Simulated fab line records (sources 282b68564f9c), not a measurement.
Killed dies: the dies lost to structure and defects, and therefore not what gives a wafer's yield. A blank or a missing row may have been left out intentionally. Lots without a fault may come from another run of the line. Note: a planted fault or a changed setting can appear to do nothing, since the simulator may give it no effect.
Code-filled problem report in 8D (eight disciplines) form | flow rit-cmos | the parts of the form that need people (team, actions taken, sign-off) are left out

1. THE ISSUE
At RIT_CONTACT_STRIP_12, run-length-s averages 264.7 s over 3 wafers from 2 lots, while fault-free wafers read 208.1 s, standard deviation 0.49. So: +99 or more standard deviations from the usual mean.
The step: strips in O2, time 180 s.
First seen on wafer L584.2, day 6 07:33, on plasma-asher-01. At this step, 42 wafers from 14 lots have a number in the record. The rule behind "out" and "out of limits": a value lying over 4 standard deviations away from the usual mean. All remaining wafers that have a number are taken as sound.

2. WHAT THIS IS AND IS NOT
question                    | is                     | is not
which readings at this step | run-length-s           | drypump-motor-current-A
which lots                  | L584, L585             | L569, L570, L571, L572, L573, L574, L575, L576, L588, L589, L590, L591
which wafers of those lots  | L584.2, L585.3, L585.5 | L584.3, L584.5, L585.6
read on which tools         | plasma-asher-01        | plasma-asher-03, plasma-asher-04
when                        | from day 6 07:33       | up to then (26 sound wafers); but 13 sound wafers of L585, L588, L589, L590, L591 came after

3. THE SUSPECTS, EACH WITH WHAT RULES IT OUT
Counting: any tool at a process step up to the reading remains a suspect provided it ran every lot that is out. Sound lots after the first of them don't rule it out here, since some wafers of a struck lot are sound.
- plasma-asher-01 at RIT_CONTACT_STRIP_12 (strips in O2, time 180 s): kept. It ran every lot that is out, first L584 (day 6 07:33). Its own readings are out on those wafers: run-length-s.
- At RIT_CONTACT_STRIP_12 on plasma-asher-01, chamber 1 took the sound wafers of the same lots and chamber 0 took the wafers that are out.
The count leaves plasma-asher-01 at RIT_CONTACT_STRIP_12.

4. THE CAUSE (what the simulator had put in)
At RIT_CONTACT_STRIP_12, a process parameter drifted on plasma-asher-01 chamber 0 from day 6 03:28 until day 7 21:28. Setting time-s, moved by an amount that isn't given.
This tool alone remained once counting was done.

5. SEQUENCE OF EFFECTS, ordered by route
Rows list readings where the struck wafers' mean (over those with a number) sits beyond 3 standard deviations from the usual. Only readings whose record carries a usual standard deviation are examined. hours: median over the lots of the time between each lot's start at the first step of this table that gives one and its start at this step. sigmas: the change, counted in usual standard deviations.
hours | step                 | reading      | usual   | on struck wafers | change | sigmas
0     | RIT_CONTACT_STRIP_12 | run-length-s | 208.1 s | 264.7            | +56.6  | +99 or more
The process steps in it:
- RIT_CONTACT_STRIP_12: strips in O2, time 180 s.

6. HOW IT WOULD HAVE BEEN CAUGHT EARLIER
The fault began at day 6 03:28; the first out-of-limits reading in this record came at day 6 07:33, 4 hours later.
